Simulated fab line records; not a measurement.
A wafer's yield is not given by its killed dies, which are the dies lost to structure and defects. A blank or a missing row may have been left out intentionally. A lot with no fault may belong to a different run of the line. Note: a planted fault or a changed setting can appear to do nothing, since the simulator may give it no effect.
fab line records	flow berkeley_cmos170	part 1 of 2: steps 1 to 25 of 36
record lots=5	wafers=15	last_day=10
route steps=331 shown PVT@117 GATE@125 FIELD@126 PLDD@145
lots with no fault: from the same line, run without faults
start_h: start of the lot's first displayed wafer, in hours after the record's first day	wait_h: hours elapsed since this lot's preceding step	" unchanged from the row above	L1.1+2: several wafers, shown together as one row	- no value, or no start was given	* or withheld: withheld	< > ~ a bound
route shown NAME@n: NAME is a module with steps in the file, n the number in the route of the first one	usual: mean and standard deviation over wafers with no fault	same: alike in all rows	chamber/n: place in a boat	sites: per-site readings	_std_site: standard deviation across them	_edge_site: mean of outer sites minus mean of inner sites	radius_mm: for every site, how far away it sits from the centre of the wafer	mask NAME#n: copy n	behind: tool/chamber where the wafer was last shaped	hold: why the lot was held/for how many hours/how that ended	device: whichever transistor did not switch (one of n, p or np)	end of line: the route-end tests of the same wafers	step lacking rows: just its recipe	killed: not the wafer's yield, but the dies lost to structure and defects at the first sort	map: the dies of a wafer, with x for killed, . for not killed, _ for no die there
set.NAME: the setting that was run; set.NAME@STEP: the one run at that earlier step	model.NAME: the simulator's own value behind a step, which no gauge read
lots at selected steps of the route; one table per step, one row per wafer
services: a tool's chamber out of use, with start hour (start_h, from the record's first day; less than 0 if before it), hours out, and reason
## steps
# step UCB170_PVT_SOFTBAKE_02
# recipe resist=KrF	temp_c=130	time_s=60
# usual chill_plate_temp_C=23.02/0.1
lot.wafer	tool	chamber	start_h	wait_h	chill_plate_temp_C
L075.3	litho_track-03	0	112.68	0.1	22.93
L075.4	"	0	"	"	23.03
L075.5	"	0	"	"	22.94
L076.3	litho_track-02	0	112.74	0.1	22.86
L076.5	"	0	"	"	23.14
L076.6	"	0	"	"	23.07
L085.2	litho_track-04	0	176.00	0.1	22.93
L085.4	"	0	"	"	23.03
L085.5	"	0	"	"	22.98
L092.2	litho_track-04	0	201.59	0.1	22.92
L092.4	"	0	"	"	22.95
L092.5	"	0	"	"	23.08
L091.3	litho_track-02	0	201.61	0.1	23.06
L091.5	"	0	"	"	22.80
L091.6	"	0	"	"	23.03
# step UCB170_PVT_EXPOSE_03
# recipe mask_id=NWELL	target_cd_nm=3000	na=0.5	sigma_outer=0.6	source_shape=conventional	dose_mj=30
lot.wafer	tool	chamber	start_h	wait_h	mask
L075.3+4+5	krf_scanner-01	0	112.82	0.1	NWELL#0
L076.3+5+6	krf_scanner-02	0	113.06	0.3	NWELL#0
L085.2+4+5	krf_scanner-02	0	176.27	0.2	NWELL#0
L091.3+5+6	krf_scanner-01	0	201.75	0.1	NWELL#0
L092.2+4+5	krf_scanner-02	0	201.97	0.4	NWELL#0
# step UCB170_PVT_PEB_04
# recipe peb_temp_c=130	peb_time_s=withheld	resist=KrF
# usual chill_plate_temp_C=23.04/0.098
lot.wafer	tool	chamber	start_h	wait_h	chill_plate_temp_C
L075.3	litho_track-04	0	113.03	0.2	23.03
L075.4	"	0	"	"	22.92
L075.5	"	0	"	"	23.11
L076.3	litho_track-04	0	113.30	0.2	22.88
L076.5	"	0	"	"	23.02
L076.6	"	0	"	"	23.09
L085.2	litho_track-02	0	176.39	0.1	23.06
L085.4	"	0	"	"	23.06
L085.5	"	0	"	"	23.00
L091.3	litho_track-03	0	201.88	0.1	23.00
L091.5	"	0	"	"	23.01
L091.6	"	0	"	"	22.94
L092.2	litho_track-03	0	202.13	0.1	22.92
L092.4	"	0	"	"	23.16
L092.5	"	0	"	"	23.04
# step UCB170_PVT_DEVELOP_05
# recipe developer=TMAH	develop_time_s=45	resist=KrF	dev_temp_c=21
# usual chill_plate_temp_C=22.99/0.11	developer_temp_C=21.00/0.091
lot.wafer	tool	chamber	start_h	wait_h	chill_plate_temp_C	developer_temp_C
L075.3	litho_track-04	0	-	-	23.06	21.12
L075.4	"	0	"	"	23.01	20.84
L075.5	"	0	"	"	22.96	21.04
L076.3	litho_track-04	0	-	-	23.21	21.11
L076.5	"	0	"	"	23.08	21.11
L076.6	"	0	"	"	23.08	20.97
L085.2	litho_track-02	0	-	-	22.84	21.02
L085.4	"	0	"	"	22.92	21.07
L085.5	"	0	"	"	22.93	21.07
L091.3	litho_track-03	0	-	-	22.89	20.88
L091.5	"	0	"	"	22.91	20.94
L091.6	"	0	"	"	22.83	20.94
L092.2	litho_track-03	0	-	-	23.06	20.98
L092.4	"	0	"	"	22.93	21.16
L092.5	"	0	"	"	23.13	21.03
# step UCB170_PVT_OVL_MEAS_06
# usual PVT_OVL=3/5.3
lot.wafer	tool	chamber	start_h	wait_h	PVT_OVL[nm]
L075.3	overlay-01	-	113.26	-	8
L075.4	"	-	"	"	-2
L075.5	"	-	"	"	3
L076.3	overlay-01	-	113.54	-	1
L076.5	"	-	"	"	1
L076.6	"	-	"	"	11
L085.2	overlay-02	-	176.65	-	-1
L085.4	"	-	"	"	4
L085.5	"	-	"	"	7
L091.3	overlay-01	-	202.12	-	1
L091.5	"	-	"	"	-6
L091.6	"	-	"	"	-1
L092.2	overlay-02	-	202.38	-	9
L092.4	"	-	"	"	7
L092.5	"	-	"	"	1
# step UCB170_PVT_IMPLANT_07
# recipe species=P	dose_cm2=2e+12	energy_kev=30	tilt_deg=7
# usual faraday_current_uA=6.35/0.13
lot.wafer	tool	chamber	start_h	wait_h	faraday_current_uA
L075.3	implanter-03	0	113.34	0.1	6.47
L075.4	"	0	"	"	6.19
L075.5	"	0	"	"	6.31
L076.3	implanter-01	0	113.61	0.1	6.31
L076.5	"	0	"	"	6.30
L076.6	"	0	"	"	6.36
L085.2	implanter-01	0	176.70	0.0	6.24
L085.4	"	0	"	"	6.49
L085.5	"	0	"	"	6.30
L091.3	implanter-03	0	202.19	0.1	6.25
L091.5	"	0	"	"	6.29
L091.6	"	0	"	"	6.20
L092.2	implanter-02	0	202.44	0.0	6.37
L092.4	"	0	"	"	6.49
L092.5	"	0	"	"	6.41
# step UCB170_PVT_STRIP_08
# recipe chemistry=O2	power_w=400	pressure_mtorr=3500	platen_temp_c=withheld	o2_flow_sccm=400	overash_fraction=0.5
# usual drypump_motor_current_A=5.9/0.49	oes_product_au=0.735/0.0048	strip_time_to_endpoint_s=21.63/0.054
lot.wafer	tool	chamber	start_h	wait_h	drypump_motor_current_A	oes_product_au	rf_hours_counter_h	strip_time_to_endpoint_s
L075.3	plasma_asher-02	1	113.47	0.1	6.2	0.738	-	21.58
L075.4	"	0	"	"	6.0	0.736	-	21.62
L075.5	"	1	"	"	6.2	0.735	-	21.63
L076.3	plasma_asher-02	0	113.75	0.1	6.0	0.734	-	21.58
L076.5	"	1	"	"	6.1	0.736	-	21.63
L076.6	"	0	"	"	6.0	0.727	-	21.63
L085.2	plasma_asher-01	1	176.83	0.1	5.6	0.732	52	21.60
L085.4	"	1	"	"	5.5	0.741	-	21.58
L085.5	"	0	"	"	5.0	0.730	-	21.62
L091.3	plasma_asher-04	0	202.32	0.1	6.6	0.733	-	21.65
L091.5	"	0	"	"	6.7	0.736	-	21.74
L091.6	"	1	"	"	5.7	0.741	-	21.64
L092.2	plasma_asher-01	0	202.56	0.1	5.0	0.734	55	21.53
L092.4	"	0	"	"	5.0	0.738	-	21.56
L092.5	"	1	"	"	5.5	0.744	-	21.59
# step UCB170_PVT_TW_MEAS_09
# usual PVT_TW=505.3/2.9
lot.wafer	tool	chamber	start_h	wait_h	PVT_TW
L075.3	film_metro-03	-	113.56	0.1	506.8
L075.4	"	-	"	"	502.0
L075.5	"	-	"	"	505.8
L076.3	film_metro-04	-	113.83	0.1	505.2
L076.5	"	-	"	"	502.4
L076.6	"	-	"	"	501.0
L085.2	film_metro-04	-	176.94	0.1	507.6
L085.4	"	-	"	"	509.8
L085.5	"	-	"	"	510.0
L091.3	film_metro-03	-	202.41	0.1	503.8
L091.5	"	-	"	"	503.1
L091.6	"	-	"	"	505.2
L092.2	film_metro-03	-	202.67	0.1	506.5
L092.4	"	-	"	"	505.0
L092.5	"	-	"	"	506.8
# step UCB170_GATE_WET_ETCH_00
# recipe chemistry=dHF	dilution=25:1	target=SiO2	temp_c=25	time_s=200
lot.wafer	tool	chamber	start_h	wait_h
L075.3+4+5	wet_bench-04	1	113.60	0.0
L076.3+5+6	wet_bench-01	1	113.87	0.0
L085.2+4+5	wet_bench-02	0	176.99	0.0
L091.3+5+6	wet_bench-02	0	202.45	0.0
L092.2+4+5	wet_bench-02	2	202.72	0.0
# step UCB170_FIELD_THK_MEAS_91
# recipe reads=SiO2_of_FIELD_OXIDATION_01
# usual FIELD_OXIDE_LEFT_2_THK=350/8.6
lot.wafer	tool	chamber	start_h	wait_h	FIELD_OXIDE_LEFT_2_THK[nm]
L075.3	film_metro-04	-	113.68	0.0	348
L075.4	"	-	"	"	353
L075.5	"	-	"	"	346
L076.3	film_metro-03	-	113.96	0.0	363
L076.5	"	-	"	"	367
L076.6	"	-	"	"	370
L085.2	film_metro-03	-	177.06	0.0	366
L085.4	"	-	"	"	370
L085.5	"	-	"	"	372
L091.3	film_metro-02	-	202.53	0.0	343
L091.5	"	-	"	"	350
L091.6	"	-	"	"	347
L092.2	film_metro-02	-	202.80	0.0	350
L092.4	"	-	"	"	351
L092.5	"	-	"	"	346
# step UCB170_GATE_OXIDATION_01
# recipe temp_c=850	ambient=O2	target_thk_a=66	ox_time_s=1800
# usual ox_temp_c_max=853.1/0.78
lot.wafer	tool	chamber	start_h	wait_h	ox_temp_c_max
L075.3	furnace-02	0	115.53	1.8	852.3
L075.4	"	0	"	"	853.3
L075.5	"	0	"	"	852.7
L076.3	furnace-02	0	115.53	1.6	853.3
L076.5	"	0	"	"	853.9
L076.6	"	0	"	"	852.9
L085.2	furnace-03	0	180.35	3.3	852.7
L085.4	"	0	"	"	852.6
L085.5	"	0	"	"	854.8
L091.3	furnace-04	0	204.35	1.8	852.4
L091.5	"	0	"	"	851.8
L091.6	"	0	"	"	852.4
L092.2	furnace-04	0	204.35	1.5	852.6
L092.4	"	0	"	"	852.8
L092.5	"	0	"	"	852.5
# step UCB170_GATE_THK_MEAS_02
# recipe reads=SiO2_of_GATE_OXIDATION_01
# usual GATE_OXIDE_THK=6.62/0.13
lot.wafer	tool	chamber	start_h	wait_h	GATE_OXIDE_THK[nm]
L075.3	film_metro-03	-	117.05	0.0	6.56
L075.4	"	-	"	"	6.62
L075.5	"	-	"	"	6.59
L076.3	film_metro-02	-	117.05	0.0	6.40
L076.5	"	-	"	"	6.46
L076.6	"	-	"	"	6.36
L085.2	film_metro-02	-	181.86	0.0	6.42
L085.4	"	-	"	"	6.52
L085.5	"	-	"	"	6.56
L092.2	film_metro-01	-	205.86	0.0	6.51
L092.4	"	-	"	"	6.43
L092.5	"	-	"	"	6.43
L091.3	film_metro-03	-	205.87	0.0	6.65
L091.5	"	-	"	"	6.62
L091.6	"	-	"	"	6.59
# step UCB170_GATE_ANNEAL_03
# recipe temp_c=900	time_s=1800	ambient=N2
lot.wafer	tool	chamber	start_h	wait_h
L075.3+4+5	furnace-02	0	120.52	3.5
L076.3+5+6	furnace-02	0	120.52	3.5
L085.2+4+5	furnace-02	0	184.61	2.7
L091.3+5+6	furnace-02	0	208.79	2.9
L092.2+4+5	furnace-02	0	208.79	2.9
# step UCB170_GATE_CVD_04
# recipe material=poly-Si	temp_c=610	precursor=SiH4	time_s=1440	pressure_mtorr=375	target_thk_nm=214	sih4_flow_sccm=120
# usual pressure_mtorr=374.9/0.74
lot.wafer	tool	chamber	start_h	wait_h	pressure_mtorr
L075.3	lpcvd-01	0	122.02	0.0	374.5
L075.4	"	0	"	"	375.3
L075.5	"	0	"	"	375.4
L076.3	lpcvd-01	0	122.02	0.0	374.3
L076.5	"	0	"	"	373.9
L076.6	"	0	"	"	373.9
L085.2	lpcvd-02	0	186.11	0.0	374.5
L085.4	"	0	"	"	374.4
L085.5	"	0	"	"	375.0
L091.3	lpcvd-02	0	210.29	0.0	374.2
L091.5	"	0	"	"	373.5
L091.6	"	0	"	"	374.6
L092.2	lpcvd-02	1	210.29	0.0	374.3
L092.4	"	1	"	"	374.0
L092.5	"	1	"	"	374.8
# step UCB170_GATE_THK_MEAS_05
# recipe reads=poly-Si_of_GATE_CVD_04
# usual GATE_POLY_THK=213.8/2
lot.wafer	tool	chamber	start_h	wait_h	GATE_POLY_THK[nm]
L075.3	film_metro-01	-	123.44	0.0	214.8
L075.4	"	-	"	"	213.6
L075.5	"	-	"	"	214.1
L076.3	film_metro-02	-	123.44	0.0	214.2
L076.5	"	-	"	"	214.0
L076.6	"	-	"	"	213.1
L085.2	film_metro-03	-	187.52	0.0	213.2
L085.4	"	-	"	"	214.2
L085.5	"	-	"	"	213.0
L092.2	film_metro-02	-	211.70	0.0	216.4
L092.4	"	-	"	"	216.3
L092.5	"	-	"	"	215.9
L091.3	film_metro-03	-	211.71	0.0	214.0
L091.5	"	-	"	"	215.7
L091.6	"	-	"	"	215.1
# step UCB170_GATE_COAT_06
# recipe resist=BARC	temp_c=withheld	time_s=withheld	spin_rpm=3000	resist_thk_nm=withheld
# usual chill_plate_temp_C=*	dispense_pressure_kPa=48.9/2.7
lot.wafer	tool	chamber	start_h	wait_h	chill_plate_temp_C	dispense_pressure_kPa
L075.3	litho_track-04	0	123.71	0.3	*	51.9
L075.4	"	0	"	"	*	51.8
L075.5	"	0	"	"	*	51.9
L076.3	litho_track-01	0	123.71	0.3	*	45.6
L076.5	"	0	"	"	*	45.6
L076.6	"	0	"	"	*	45.7
L085.2	litho_track-04	0	187.82	0.3	*	51.9
L085.4	"	0	"	"	*	51.8
L085.5	"	0	"	"	*	51.9
L091.3	litho_track-01	0	211.80	0.1	*	45.6
L091.5	"	0	"	"	*	45.6
L091.6	"	0	"	"	*	45.6
L092.2	litho_track-02	0	211.97	0.3	*	49.7
L092.4	"	0	"	"	*	49.7
L092.5	"	0	"	"	*	49.6
# step UCB170_GATE_COAT_07
# recipe resist=KrF	spin_rpm=1500	resist_thk_nm=900
# usual chill_plate_temp_C=22.97/0.099	dispense_pressure_kPa=48.9/2.7
lot.wafer	tool	chamber	start_h	wait_h	chill_plate_temp_C	dispense_pressure_kPa
L075.3	litho_track-04	0	-	-	22.95	51.8
L075.4	"	0	"	"	22.99	51.9
L075.5	"	0	"	"	23.10	51.8
L076.3	litho_track-01	0	-	-	23.03	45.7
L076.5	"	0	"	"	22.75	45.5
L076.6	"	0	"	"	22.94	45.6
L085.2	litho_track-04	0	-	-	23.07	51.8
L085.4	"	0	"	"	22.97	51.9
L085.5	"	0	"	"	22.97	51.9
L091.3	litho_track-01	0	-	-	23.23	45.6
L091.5	"	0	"	"	22.99	45.6
L091.6	"	0	"	"	23.05	45.6
L092.2	litho_track-02	0	-	-	22.77	49.7
L092.4	"	0	"	"	22.80	49.7
L092.5	"	0	"	"	22.92	49.7
# step UCB170_GATE_SOFTBAKE_08
# recipe resist=KrF	temp_c=130	time_s=60
# usual chill_plate_temp_C=22.99/0.11
lot.wafer	tool	chamber	start_h	wait_h	chill_plate_temp_C
L075.3	litho_track-04	0	-	-	22.85
L075.4	"	0	"	"	23.05
L075.5	"	0	"	"	23.00
L076.3	litho_track-01	0	-	-	23.12
L076.5	"	0	"	"	23.11
L076.6	"	0	"	"	22.96
L085.2	litho_track-04	0	-	-	22.81
L085.4	"	0	"	"	22.81
L085.5	"	0	"	"	22.77
L091.3	litho_track-01	0	-	-	23.05
L091.5	"	0	"	"	23.02
L091.6	"	0	"	"	23.07
L092.2	litho_track-02	0	-	-	22.89
L092.4	"	0	"	"	22.92
L092.5	"	0	"	"	22.95
# step UCB170_GATE_EXPOSE_09
# recipe mask_id=POLY	target_cd_nm=350	na=0.5	sigma_outer=0.6	source_shape=conventional	dose_mj=21
lot.wafer	tool	chamber	start_h	wait_h	mask
L076.3+5+6	krf_scanner-02	0	124.15	-	POLY#0
L075.3+4+5	krf_scanner-01	0	124.39	-	POLY#0
L085.2+4+5	krf_scanner-01	0	188.27	-	POLY#0
L091.3+5+6	krf_scanner-02	0	212.24	-	POLY#0
L092.2+4+5	krf_scanner-01	0	212.54	-	POLY#0
# step UCB170_GATE_PEB_10
# recipe peb_temp_c=130	peb_time_s=withheld	resist=KrF
# usual chill_plate_temp_C=22.99/0.12
lot.wafer	tool	chamber	start_h	wait_h	chill_plate_temp_C
L076.3	litho_track-04	0	124.28	0.1	23.07
L076.5	"	0	"	"	23.21
L076.6	"	0	"	"	23.04
L075.3	litho_track-01	0	124.52	0.1	23.05
L075.4	"	0	"	"	23.03
L075.5	"	0	"	"	23.19
L085.2	litho_track-02	0	188.97	0.7	22.78
L085.4	"	0	"	"	22.79
L085.5	"	0	"	"	22.96
L091.3	litho_track-01	0	212.37	0.1	23.08
L091.5	"	0	"	"	22.91
L091.6	"	0	"	"	22.90
L092.2	litho_track-04	0	212.96	0.4	22.99
L092.4	"	0	"	"	22.90
L092.5	"	0	"	"	22.81
# step UCB170_GATE_DEVELOP_11
# recipe developer=TMAH	develop_time_s=45	resist=KrF	dev_temp_c=21
# usual chill_plate_temp_C=23.02/0.12	developer_temp_C=20.98/0.11
lot.wafer	tool	chamber	start_h	wait_h	chill_plate_temp_C	developer_temp_C
L076.3	litho_track-04	0	-	-	23.09	20.97
L076.5	"	0	"	"	22.95	21.02
L076.6	"	0	"	"	22.99	21.01
L075.3	litho_track-01	0	-	-	23.02	21.01
L075.4	"	0	"	"	23.03	20.98
L075.5	"	0	"	"	22.85	21.06
L085.2	litho_track-02	0	-	-	22.97	20.98
L085.4	"	0	"	"	22.99	21.09
L085.5	"	0	"	"	23.05	20.97
L091.3	litho_track-01	0	-	-	23.14	21.03
L091.5	"	0	"	"	23.30	21.16
L091.6	"	0	"	"	23.12	21.12
L092.2	litho_track-04	0	-	-	23.11	20.91
L092.4	"	0	"	"	23.09	21.02
L092.5	"	0	"	"	22.97	21.04
# step UCB170_GATE_CD_MEAS_12
# recipe target_cd_nm=350
# usual cd_nm=349.9/1.4
lot.wafer	tool	chamber	start_h	wait_h	cd_nm
L076.3	cd_sem-02	-	124.54	-	350.4
L076.5	"	-	"	"	351.6
L076.6	"	-	"	"	352.0
L075.3	cd_sem-02	-	124.79	-	346.0
L075.4	"	-	"	"	348.2
L075.5	"	-	"	"	347.3
L085.2	cd_sem-01	-	189.24	-	347.7
L085.4	"	-	"	"	347.9
L085.5	"	-	"	"	347.8
L091.3	cd_sem-01	-	212.63	-	347.8
L091.5	"	-	"	"	349.9
L091.6	"	-	"	"	348.7
L092.2	cd_sem-02	-	213.23	-	350.8
L092.4	"	-	"	"	351.1
L092.5	"	-	"	"	349.6
# step UCB170_GATE_OVL_MEAS_13
# usual GATE_OVL=-2/5.9
lot.wafer	tool	chamber	start_h	wait_h	GATE_OVL[nm]
L076.3	overlay-01	-	124.64	0.1	3
L076.5	"	-	"	"	0
L076.6	"	-	"	"	8
L075.3	overlay-01	-	124.88	0.1	-9
L075.4	"	-	"	"	-6
L075.5	"	-	"	"	-6
L085.2	overlay-02	-	189.34	0.1	-7
L085.4	"	-	"	"	-2
L085.5	"	-	"	"	-5
L091.3	overlay-02	-	212.72	0.1	1
L091.5	"	-	"	"	1
L091.6	"	-	"	"	-2
L092.2	overlay-01	-	213.33	0.1	-2
L092.4	"	-	"	"	-1
L092.5	"	-	"	"	1
# step UCB170_GATE_ETCH_14
# recipe chemistry=N2/H2	target_depth_a=withheld	overetch_a=withheld	target=BARC	time_s=withheld	source_w=500	bias_w=100	pressure_mtorr=30	n2_flow_sccm=100	h2_flow_sccm=200
# usual drypump_motor_current_A=5.8/0.41	oes_product_au=0.999/0.011	rf_fwd_power_W=494.8/2.2	throttle_valve_pct=13.28/0.19
lot.wafer	tool	chamber	start_h	wait_h	drypump_motor_current_A	oes_product_au	rf_fwd_power_W	throttle_valve_pct
L076.3	rie_diel-02	1	124.66	0.0	5.5	0.997	490.9	13.46
L076.5	"	3	"	"	6.3	0.987	492.3	13.42
L076.6	"	0	"	"	6.0	1.000	496.3	13.40
L075.3	rie_diel-03	0	124.90	0.0	5.5	0.998	498.0	13.53
L075.4	"	1	"	"	5.5	0.983	496.0	13.47
L075.5	"	0	"	"	5.5	0.986	496.0	13.51
L085.2	rie_diel-02	0	189.37	0.0	6.0	1.015	495.0	13.41
L085.4	"	3	"	"	6.3	1.000	493.5	13.42
L085.5	"	3	"	"	6.3	1.001	491.9	13.43
L091.3	rie_diel-01	3	212.75	0.0	5.4	0.997	494.9	12.96
L091.5	"	0	"	"	5.8	1.017	497.0	13.33
L091.6	"	3	"	"	5.5	0.998	494.4	12.96
L092.2	rie_diel-03	2	213.36	0.0	6.0	0.995	492.9	13.04
L092.4	"	1	"	"	5.5	0.991	496.8	13.47
L092.5	"	1	"	"	5.5	1.001	499.4	13.48
# step UCB170_GATE_ETCH_15
# recipe chemistry=HBr/Cl2	target=poly-Si	stop_on=SiO2	over_etch_frac=0.3	icp_w=300	bias_w=150	time_s=56.3	pressure_mtorr=15	HBr_flow_sccm=150	Cl2_flow_sccm=50	target_depth_a=2782
# usual drypump_motor_current_A=5.42/0.26	mfc_cl2_sccm=49.99/0.16	oes_product_au=0.835/0.013	rf_fwd_power_W=297.3/1.3	throttle_valve_pct=26.46/0.12
lot.wafer	tool	chamber	start_h	wait_h	drypump_motor_current_A	mfc_cl2_sccm	oes_product_au	rf_fwd_power_W	rf_hours_counter_h	throttle_valve_pct
L076.3	rie_si-01	2	124.70	-	5.27	49.58	0.833	298.9	77	26.37
L076.5	"	0	"	"	5.74	49.95	0.824	299.3	-	26.62
L076.6	"	3	"	"	5.13	49.59	0.836	298.9	-	26.51
L075.3	rie_si-02	1	124.94	-	5.71	50.08	0.856	295.9	2	26.33
L075.4	"	2	"	"	5.21	50.56	0.844	296.5	86	26.34
L075.5	"	0	"	"	5.06	49.87	0.847	297.6	-	26.48
L085.2	rie_si-02	3	189.42	-	5.50	49.93	0.826	296.5	1	26.39
L085.4	"	1	"	"	5.69	49.99	0.861	298.7	2	26.32
L085.5	"	3	"	"	5.52	49.94	0.829	296.3	-	26.39
L091.3	rie_si-01	3	212.79	-	5.13	49.80	0.824	296.9	0	26.59
L091.5	"	3	"	"	5.10	49.81	0.831	296.8	-	26.59
L091.6	"	2	"	"	5.27	50.16	0.841	298.1	-	26.38
L092.2	rie_si-02	3	213.41	-	5.52	49.80	0.843	296.8	1	26.40
L092.4	"	2	"	"	5.23	50.04	0.841	294.2	87	26.33
L092.5	"	1	"	"	5.70	49.83	0.857	298.4	-	26.32
